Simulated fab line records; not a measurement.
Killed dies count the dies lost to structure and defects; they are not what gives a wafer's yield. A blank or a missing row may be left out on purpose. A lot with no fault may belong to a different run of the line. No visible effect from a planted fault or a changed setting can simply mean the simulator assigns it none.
Which tool is to blame? ; flow berkeleyCmos170 ; Sampling: 14 lots, 42 wafers, 6 of 331 route steps

WHAT THE GAUGES SHOWED, per wafer
UCB170_FIELD_THK_MEAS_02. Usual: for FIELD_OXIDE_THK the level is 559 nm and the standard deviation is 12.
lot;measured;on;FIELD_OXIDE_THK (nm);flag
L305;day 4 16:14;filmMetro-03;547 557 552;
L304;day 4 16:16;filmMetro-02;560 560 549;
L306;day 4 23:32;filmMetro-02;583 566 570;
L308;day 5 10:21;filmMetro-03;547 540 542;
L309;day 5 17:10;filmMetro-03;552 558 558;
L310;day 5 17:10;filmMetro-02;579 582 577;
L314;day 6 19:52;filmMetro-03;580 577 569;
L317;day 7 11:23;filmMetro-02;545 548 555;
L318;day 7 11:27;filmMetro-02;564 559 550;
L319;day 7 23:06;filmMetro-03;555 568 554;
L321;day 7 23:07;filmMetro-01;563 554 560;
L322;day 8 06:18;filmMetro-01;566 574 568;
L324;day 9 01:20;filmMetro-02;539 548 539;
L326;day 9 01:20;filmMetro-03;547 548 542;

UCB170_FIELD_THK_MEAS_90. Usual: for FIELD_OXIDE_LEFT_1_THK the level is 443 nm and the standard deviation is 12.
lot;measured;on;FIELD_OXIDE_LEFT_1_THK (nm);flag
L305;day 4 23:11;filmMetro-03;431 442 436;
L304;day 4 23:11;filmMetro-02;443 443 432;
L306;day 5 07:03;filmMetro-03;466 450 453;
L308;day 5 17:24;filmMetro-02;430 423 425;
L309;day 6 01:14;filmMetro-03;435 441 440;
L310;day 6 01:11;filmMetro-03;462 466 460;
L314;day 7 03:15;filmMetro-03;464 463 455;
L317;day 7 19:07;filmMetro-01;427 430 437;
L318;day 7 19:07;filmMetro-02;446 442 432;
L319;day 8 09:19;filmMetro-01;439 451 437;
L321;day 8 09:20;filmMetro-03;448 439 444;
L322;day 8 14:17;filmMetro-02;448 457 450;
L324;day 9 08:53;filmMetro-01;422 431 423;
L326;day 9 08:49;filmMetro-01;431 432 425;

UCB170_PLDD_CD_MEAS_06 targets a cd of 1200 nm. Usual: cdNm 1200.3 nm, standard deviation 1.5.
lot;measured;on;cdNm (nm);flag
L305;day 6 07:47;cdSem-01;1200.9 1201.6 1200.7;
L304;day 6 08:20;cdSem-02;1197.8 1198.8 1199.4;
L306;day 6 08:17;cdSem-01;1200.5 1199.8 1200.3;
L308;day 6 22:13;cdSem-02;1199.6 1199.1 1198.2;
L309;day 7 05:44;cdSem-02;1200.8 1200.2 1201.7;
L310;day 7 06:01;cdSem-01;1201.9 1200.7 1200.9;
L314;day 8 15:25;cdSem-01;1199.6 1201.8 1200.4;
L317;day 9 04:41;cdSem-02;1201.8 1200.8 1198.3;
L318;day 9 04:25;cdSem-02;1198.1 1199.0 1199.4;
L319;day 9 18:05;cdSem-01;1200.1 1199.0 1200.6;
L321;day 9 17:39;cdSem-02;1198.6 1197.6 1198.4;
L322;day 9 23:42;cdSem-02;1201.5 1202.2 1202.5;
L324;day 10 19:59;cdSem-01;1202.6 1202.1 1202.4;
L326;day 10 20:28;cdSem-01;1200.5 1200.8 1200.0;

UCB170_PLDD_TW_MEAS_11. Usual: for PLDD_TW the level is 1019 and the standard deviation is 6.7.
lot;measured;on;PLDD_TW;flag
L305;day 6 08:20;filmMetro-04;1021 1026 1018;
L304;day 6 08:54;filmMetro-04;1027 1020 1023;
L306;day 6 08:49;filmMetro-04;1026 1022 1025;
L308;day 6 22:46;filmMetro-02;1006 1010 1013;
L309;day 7 06:17;filmMetro-04;1020 1021 1021;
L310;day 7 06:34;filmMetro-04;1022 1021 1021;
L314;day 8 15:58;filmMetro-01;1022 1016 1018;
L317;day 9 05:15;filmMetro-04;945 945 944 942 954 950;OFF
L318;day 9 04:58;filmMetro-02;1008 1003 1006;
L319;day 9 18:38;filmMetro-01;937 940 938 940 936 938;OFF
L321;day 9 18:12;filmMetro-04;1021 1023 1022;
L322;day 10 00:16;filmMetro-01;1020 1020 1016;
L324;day 10 20:31;filmMetro-01;1025 1026 1022;
L326;day 10 21:01;filmMetro-02;1011 1005 1011;

UCB170_SDANNEAL_RS_MEAS_04: measurement is done with a four-point probe. Usual: for PLDD_RS the level is 1031.7 ohm/sq and the standard deviation is 2.5.
lot;measured;on;PLDD_RS (ohm/sq);flag
L305;day 6 23:25;filmMetro-04;1035.5 1037.1 1036.2;
L304;day 7 00:05;filmMetro-02;1032.7 1032.9 1033.7;
L306;day 6 23:55;filmMetro-04;1030.4 1030.5 1033.1;
L308;day 7 10:26;filmMetro-04;1035.6 1034.7 1033.8;
L309;day 7 21:43;filmMetro-01;1035.8 1033.9 1034.0;
L310;day 7 22:21;filmMetro-04;1032.6 1033.0 1033.2;
L314;day 9 06:08;filmMetro-01;1032.3 1028.8 1034.0;
L317;day 9 21:55;filmMetro-04;1259.6 1262.7 1261.4 1259.4 1260.1 1261.4;OFF
L318;day 9 15:54;filmMetro-01;1030.6 1030.8 1034.0;
L319;day 10 08:07;filmMetro-02;1257.5 1255.8 1257.9 1258.3 1256.1 1259.3;OFF
L321;day 10 08:22;filmMetro-04;1033.2 1033.5 1031.6;
L322;day 10 16:30;filmMetro-04;1030.7 1029.8 1030.3;
L324;day 11 11:23;filmMetro-01;1027.9 1030.5 1031.1;
L326;day 11 11:52;filmMetro-01;1033.0 1035.5 1036.2;

TOOL THAT RAN EACH LOT (tool first, then ch and the chambers of the sampled wafers, then the start)
lot;UCB170_PLDD_IMPLANT_09
L305;implanter-03 ch 0, day 6 08:06
L304;implanter-02 ch 0, day 6 08:40
L306;implanter-03 ch 0, day 6 08:36
L308;implanter-04 ch 0, day 6 22:31
L309;implanter-02 ch 0, day 7 06:02
L310;implanter-04 ch 0, day 7 06:19
L314;implanter-03 ch 0, day 8 15:44
L317;implanter-02 ch 0, day 9 05:00
L318;implanter-04 ch 0, day 9 04:43
L319;implanter-02 ch 0, day 9 18:23
L321;implanter-03 ch 0, day 9 17:58
L322;implanter-04 ch 0, day 10 00:01
L324;implanter-03 ch 0, day 10 20:18
L326;implanter-04 ch 0, day 10 20:47
- UCB170_PLDD_IMPLANT_09

WHAT THE TOOLS THEMSELVES READ (means of the sampled wafers that have a number; where no wafer has one, the mark that the record gives instead)
UCB170_PLDD_IMPLANT_09. Usual: beamEnergyKeV 10.000, standard deviation 0.003; doseIonsCm2 4.999e+13, standard deviation 5.4e+10; faradayCurrentUA 155, standard deviation 5.4.
lot;tool;beamEnergyKeV;doseIonsCm2;faradayCurrentUA;flag
L305;implanter-03;10.000;4.999e+13;154;
L304;implanter-02;10.000;5.007e+13;162;
L306;implanter-03;9.996;4.993e+13;157;
L308;implanter-04;10.000;5.007e+13;148;
L309;implanter-02;10.002;4.997e+13;159;
L310;implanter-04;10.003;5.001e+13;150;
L314;implanter-03;9.995;5.006e+13;159;
L317;implanter-02;10.001;2.739e+13;87;OFF
L318;implanter-04;10.003;5.004e+13;149;
L319;implanter-02;10.001;2.751e+13;87;OFF
L321;implanter-03;9.999;5.001e+13;158;
L322;implanter-04;9.998;4.995e+13;150;
L324;implanter-03;10.003;4.997e+13;157;
L326;implanter-04;10.002;5.003e+13;148;

THE ANSWER, worked out from the rows above alone
Rule: a lot counts as off when the mean over its wafers that have a number is more than 3 standard deviations away from the usual mean. A lot without any number at a reading at which 4 lots or more have one is off too. All remaining lots with rows at the step are treated as sound. The gauges are gone through in route order, then the tools' own readings, and for those a lot's mean is taken as printed above. At the first step where some lot is off, the reading lying furthest off is the one used; lots without a number count as furthest.
Off: L317, L319, at UCB170_PLDD_TW_MEAS_11 (PLDD_TW).
A tool fits if, at a process step before that reading, it ran every lot that is off, and no sound lot after the first of them. Not tried: the gauges at UCB170_PLDD_TW_MEAS_11; whatever is off there is also off at UCB170_PLDD_IMPLANT_09, on other tools, and gauge error can't account for it. One fits: UCB170_PLDD_IMPLANT_09 on implanter-02. A fault onset in the window from L309 (day 7 06:02, its last sound lot) to L317 (day 9 05:00, its first lot off) fits.
The tool's own readings at UCB170_PLDD_IMPLANT_09 bear it out: on the lots that are off they differ by more than 5 times the standard deviation of the sound lots' means. doseIonsCm2 reads 2.745e+13 there against 5.001e+13 on the sound lots; faradayCurrentUA reads 87 there against 154 on the sound lots.

WHAT THE SIMULATOR HAD PUT IN
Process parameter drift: implanter-02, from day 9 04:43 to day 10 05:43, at UCB170_PLDD_IMPLANT_09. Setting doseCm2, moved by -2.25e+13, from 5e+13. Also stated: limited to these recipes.
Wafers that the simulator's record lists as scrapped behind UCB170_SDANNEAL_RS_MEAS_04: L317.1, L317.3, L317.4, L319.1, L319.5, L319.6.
Struck lots among those shown: L317, L319. The rule above reached the same finding.
